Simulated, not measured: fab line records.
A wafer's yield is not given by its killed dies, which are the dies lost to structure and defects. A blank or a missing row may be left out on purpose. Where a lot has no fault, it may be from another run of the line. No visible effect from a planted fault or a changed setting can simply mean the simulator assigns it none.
A single fault, viewed from 2 desks + flow berkeley-cmos170 + each desk has only its own numbers; what lay behind them comes last

## THE TOOL OWNER'S DESK: cmp-02
The tool's own readings at UCB170_V2_CMP_02 (polishes SiO2): means of the sampled wafers that have a number, for each lot that ran on this tool. A lot is out of limits, marked OUT, if its mean lies more than 4 standard deviations from the usual mean; the brackets give that distance.
Columns: A = motor-current-A at UCB170_V2_CMP_02, usual 16.5 A; B = platen-rpm at UCB170_V2_CMP_02, usual 60.00 rpm; C = retaining-ring-pressure-frac at UCB170_V2_CMP_02, usual 1.000
| lot  | first seen here | A    | B     | C     |
|------|-----------------|------|-------|-------|
| L188 | day 8 14:42     | 17.5 | 60.01 | 1.002 |
| L191 | day 9 03:30     | 18.7 | 60.02 | 0.999 |
| L201 | day 11 12:26    | 17.0 | 60.03 | 1.001 |
| L204 | day 12 07:37    | 17.1 | 59.98 | 0.997 |
This desk's finding: nothing out of limits on any of the 4 lots.

## FROM THE METROLOGY DESK
What the gauges read for every lot (on any tool): the sampled wafers with a number, averaged. A lot is out of limits, marked OUT, if its mean lies more than 4 standard deviations from the usual mean; the brackets give that distance.
Columns: A = M2_AL_RS at UCB170_M2_RS_MEAS_02, usual 0.0334 ohm/sq; B = V2_POLISHED_THK at UCB170_V2_THK_MEAS_04, usual 1000.0 nm
| lot  | first seen here | A      | B               |
|------|-----------------|--------|-----------------|
| L189 | day 8 11:37     | 0.0328 | 1001.4          |
| L188 | day 8 11:46     | 0.0337 | 999.5           |
| L190 | day 8 22:37     | 0.0330 | 998.9           |
| L191 | day 9 00:52     | 0.0336 | 1000.1          |
| L192 | day 9 10:07     | 0.0326 | 1000.7          |
| L201 | day 11 08:48    | 0.0337 | 924.2 (-63) OUT |
| L205 | day 12 02:26    | 0.0330 | 998.8           |
| L204 | day 12 04:39    | 0.0337 | 923.6 (-64) OUT |
| L206 | day 12 06:33    | 0.0334 | 1000.9          |
| L207 | day 12 20:17    | 0.0333 | 1001.0          |
| L210 | day 13 06:04    | 0.0333 | 1000.3          |
Per this desk, out of limits: L201, L204; the first was L201, day 11 12:49 (V2_POLISHED_THK at UCB170_V2_THK_MEAS_04). In limits: L189, L188, L190, L191, L192, L205, L206, L207, L210.

## BROUGHT TOGETHER
At day 11 12:49 the metrology desk could have sounded an alarm, on L201, L204.
The desk of the tool owner found nothing out of limits.
The tool owner's desk has L201, L204 on record, within its limits.
UCB170_V2_CMP_02 was run on cmp-02 by each of the lots named.

## WHAT HAD BEEN PUT IN BY THE SIMULATOR
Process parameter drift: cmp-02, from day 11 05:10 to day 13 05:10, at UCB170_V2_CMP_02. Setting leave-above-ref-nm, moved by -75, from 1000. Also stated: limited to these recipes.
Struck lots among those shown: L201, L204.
Per desk, hours elapsed from the start of the fault to the first reading out of limits: for the metrology desk, 8.
